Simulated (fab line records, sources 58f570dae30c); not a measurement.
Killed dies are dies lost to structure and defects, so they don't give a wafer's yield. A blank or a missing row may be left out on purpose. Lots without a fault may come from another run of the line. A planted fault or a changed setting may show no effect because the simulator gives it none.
Tool commonality check | flow berkeley_cmos170 | 14 lots, 42 wafers sampled

WHY IT WAS OPENED
At UCB170_SDANNEAL_RS_MEAS_02 the reading PSD_RS is flagged on 2 of 14 lots. Wafers without a fault read 75.6 ohm/sq, standard deviation 0.34.
Rule: a lot is flagged when every wafer of it that has a number lies more than 4 standard deviations from that mean, or none has a number. The other lots count as sound.

lot  | measured     | on            | PSD_RS (ohm/sq), wafer by wafer | flag
L683 | day 7 17:47  | film_metro-03 | 75.6 75.5 75.7                  |
L684 | day 7 17:50  | film_metro-02 | 75.5 75.5 75.7                  |
L685 | day 8 09:32  | film_metro-03 | 75.7 75.7 75.5                  |
L688 | day 8 17:20  | film_metro-04 | 75.4 75.4 75.5                  |
L691 | day 9 09:45  | film_metro-02 | 83.9 84.2 84.0                  | FLAGGED
L689 | day 9 10:17  | film_metro-03 | 84.2 83.8 84.1                  | FLAGGED
L700 | day 11 06:27 | film_metro-03 | 75.4 75.6 75.6                  |
L698 | day 11 06:53 | film_metro-04 | 75.7 75.4 75.5                  |
L702 | day 12 14:34 | film_metro-03 | 74.7 74.8 75.0                  |
L701 | day 12 14:35 | film_metro-04 | 76.1 76.4 76.5                  |
L703 | day 13 02:34 | film_metro-03 | 75.7 75.5 75.3                  |
L704 | day 13 02:34 | film_metro-04 | 76.0 75.9 75.7                  |
L706 | day 13 10:17 | film_metro-03 | 75.6 75.4 75.4                  |
L705 | day 13 10:44 | film_metro-02 | 75.7 75.6 75.3                  |
The numbers of the flagged lots are 84.0 ohm/sq on average: +8.4 ohm/sq against the usual, or +25 standard deviations.

WHICH TOOL RAN EACH LOT
The record holds 3 process steps before the reading, out of a route of 331 steps. In each cell: the tool, then ch and the chambers that the sampled wafers went through, then the start.
lot  | flag    | UCB170_GATE_STRIP_16                 | UCB170_BACKSIDE_STRIP_03             | UCB170_SDANNEAL_RTA_01
L683 |         | plasma_asher-02 ch 0,1, day 6 20:50  | plasma_asher-04 ch 0,1, day 7 17:23  | rtp_anneal-02 ch 0, day 7 17:44
L684 |         | plasma_asher-03 ch 0,1, day 6 20:42  | plasma_asher-03 ch 0,1, day 7 17:26  | rtp_anneal-01 ch 0, day 7 17:46
L685 |         | plasma_asher-02 ch 0,1, day 7 17:43  | plasma_asher-03 ch 0,1, day 8 09:08  | rtp_anneal-02 ch 0, day 8 09:28
L688 |         | plasma_asher-03 ch 0,1, day 8 00:35  | plasma_asher-01 ch 0,1, day 8 16:56  | rtp_anneal-01 ch 0, day 8 17:17
L691 | FLAGGED | plasma_asher-02 ch 0,1, day 8 17:13  | plasma_asher-03 ch 0,1, day 9 09:21  | rtp_anneal-02 ch 0, day 9 09:41
L689 | FLAGGED | plasma_asher-02 ch 0,1, day 8 17:29  | plasma_asher-01 ch 0,1, day 9 09:48  | rtp_anneal-02 ch 0, day 9 10:13
L700 |         | plasma_asher-03 ch 0,1, day 10 11:55 | plasma_asher-04 ch 0,1, day 11 06:02 | rtp_anneal-01 ch 0, day 11 06:23
L698 |         | plasma_asher-02 ch 0,1, day 10 12:14 | plasma_asher-04 ch 0,1, day 11 06:29 | rtp_anneal-01 ch 0, day 11 06:49
L702 |         | plasma_asher-03 ch 0,1, day 11 21:20 | plasma_asher-01 ch 0,1, day 12 14:01 | rtp_anneal-02 ch 0, day 12 14:31
L701 |         | plasma_asher-04 ch 0,1, day 11 21:03 | plasma_asher-04 ch 0,1, day 12 13:46 | rtp_anneal-01 ch 0, day 12 14:31
L703 |         | plasma_asher-03 ch 0,1, day 12 04:51 | plasma_asher-03 ch 0,1, day 12 22:53 | rtp_anneal-01 ch 0, day 13 02:30
L704 |         | plasma_asher-04 ch 0,1, day 12 04:35 | plasma_asher-04 ch 0,1, day 12 22:53 | rtp_anneal-02 ch 0, day 13 02:30
L706 |         | plasma_asher-04 ch 0,1, day 12 13:08 | plasma_asher-04 ch 0,1, day 13 07:40 | rtp_anneal-02 ch 0, day 13 10:13
L705 |         | plasma_asher-03 ch 0,1, day 12 13:27 | plasma_asher-01 ch 0,1, day 13 07:48 | rtp_anneal-02 ch 0, day 13 10:20
What these steps do:
- UCB170_GATE_STRIP_16: strips in O2.
- UCB170_BACKSIDE_STRIP_03: strips in O2.
- UCB170_SDANNEAL_RTA_01: time 5 s.
- UCB170_SDANNEAL_RS_MEAS_02: measures by four-point-probe.

FLAGGED OVER TOTAL, TOOL BY TOOL (the gauges that took the reading come last)
step                       | tool            | lots run | flagged | share of the flagged lots | sound lots run after its first flagged lot
UCB170_GATE_STRIP_16       | plasma_asher-02 | 5        | 2       | all                       | 1 (L698)
UCB170_GATE_STRIP_16       | plasma_asher-03 | 6        | 0       | none                      | -
UCB170_GATE_STRIP_16       | plasma_asher-04 | 3        | 0       | none                      | -
UCB170_BACKSIDE_STRIP_03   | plasma_asher-01 | 4        | 1       | some                      | 2 (L702,L705)
UCB170_BACKSIDE_STRIP_03   | plasma_asher-03 | 4        | 1       | some                      | 1 (L703)
UCB170_BACKSIDE_STRIP_03   | plasma_asher-04 | 6        | 0       | none                      | -
UCB170_SDANNEAL_RTA_01     | rtp_anneal-01   | 6        | 0       | none                      | -
UCB170_SDANNEAL_RTA_01     | rtp_anneal-02   | 8        | 2       | all                       | 4 (L702,L704,L706,L705)
UCB170_SDANNEAL_RS_MEAS_02 | film_metro-02   | 3        | 1       | some                      | 1 (L705)
UCB170_SDANNEAL_RS_MEAS_02 | film_metro-03   | 7        | 1       | some                      | 4 (L700,L702,L703,L706)
UCB170_SDANNEAL_RS_MEAS_02 | film_metro-04   | 4        | 0       | none                      | -

WHAT THE TABLE ALLOWS
2 rows of the table ran every flagged lot: plasma_asher-02 at UCB170_GATE_STRIP_16, rtp_anneal-02 at UCB170_SDANNEAL_RTA_01.
- plasma_asher-02 at UCB170_GATE_STRIP_16: 2 of its 5 lots flagged. Sound lots ran on it after the first flagged one (L698), which a lasting fault on the whole tool wouldn't allow.
- rtp_anneal-02 at UCB170_SDANNEAL_RTA_01: 2 of its 8 lots flagged. Sound lots ran on it after the first flagged one (L702, L704, L706, L705), which a lasting fault on the whole tool wouldn't allow.
No row of the table ran every flagged lot and no sound lot after the first.

WHAT THE SIMULATOR HAD PUT IN
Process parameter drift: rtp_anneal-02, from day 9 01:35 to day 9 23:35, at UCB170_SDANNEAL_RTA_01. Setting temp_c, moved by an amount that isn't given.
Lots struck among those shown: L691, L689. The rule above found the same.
